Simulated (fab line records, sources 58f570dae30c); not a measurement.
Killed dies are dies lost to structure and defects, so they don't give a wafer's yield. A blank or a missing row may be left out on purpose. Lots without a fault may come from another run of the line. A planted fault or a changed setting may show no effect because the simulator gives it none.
One fault seen from 2 desks | flow berkeley_cmos170 | each desk has only its own numbers; what lay behind them comes last

THE METROLOGY DESK
What the gauges read, lot by lot, whatever tool the lot ran on: means of the sampled wafers that have a number. A lot is out of limits, marked OUT, if its mean lies more than 4 standard deviations from the usual mean; the brackets give that distance.
Columns: A = cd_nm at UCB170_ACTIVE_CD_MEAS_90, usual 1199.8 nm; B = SCREENOX_OXIDE_THK at UCB170_SCREENOX_THK_MEAS_02, usual 14.44 nm; C = SPACER_TEOS_THK at UCB170_SPACER_THK_MEAS_01, usual 377 nm
lot  | first seen here | A      | B     | C
L877 | day 4 13:25     | 1200.5 | 14.48 | 378
L875 | day 4 13:35     | 1199.4 | 14.14 | 379
L876 | day 4 13:52     | 1199.2 | 14.48 | 377
L879 | day 5 05:08     | 1200.8 | 14.50 | 378
L878 | day 5 05:36     | 1199.4 | 14.20 | 381
L880 | day 5 16:08     | 1199.2 | 14.14 | 384
L881 | day 5 19:28     | 1199.6 | 14.61 | 373
L882 | day 6 04:43     | 1201.4 | 14.76 | 370
L884 | day 6 12:08     | 1198.1 | 14.31 | 367
L885 | day 6 21:31     | 1198.0 | 14.79 | 378
L886 | day 6 21:53     | 1200.3 | 14.69 | 360
L887 | day 7 05:28     | 1199.3 | 14.27 | 379
L893 | day 8 14:12     | 1200.2 | 14.21 | 378
L894 | day 8 14:18     | 1200.1 | 14.31 | 374
This desk's finding: nothing out of limits on any of the 14 lots.

THE TOOL OWNER'S DESK: pecvd-04
The tool's own readings at UCB170_SPACER_CVD_00 (deposits SiO2 from TEOS/O2, target thk 376 nm, time 47 s): means of the sampled wafers that have a number, for each lot that ran on this tool. A lot is out of limits, marked OUT, if its mean lies more than 4 standard deviations from the usual mean; the brackets give that distance.
Columns: A = heater_power_w at UCB170_SPACER_CVD_00, usual 269 W; B = pressure_mtorr at UCB170_SPACER_CVD_00, usual 8999 mTorr; C = susceptor_temp_C at UCB170_SPACER_CVD_00, usual 390.02 C
lot  | first seen here | A   | B    | C
L879 | day 7 08:28     | 246 | 9008 | 389.88
L881 | day 8 01:40     | 329 | 9000 | 390.12
L882 | day 8 07:11     | 259 | 9002 | 389.97
L884 | day 8 18:43     | 294 | 8997 | 390.06
L886 | day 9 00:39     | 313 | 9008 | 389.94
This desk's finding: nothing out of limits on any of the 5 lots.

PUT TOGETHER
The metrology desk saw nothing out of limits.
The tool owner's desk saw nothing out of limits.

WHAT THE SIMULATOR HAD PUT IN
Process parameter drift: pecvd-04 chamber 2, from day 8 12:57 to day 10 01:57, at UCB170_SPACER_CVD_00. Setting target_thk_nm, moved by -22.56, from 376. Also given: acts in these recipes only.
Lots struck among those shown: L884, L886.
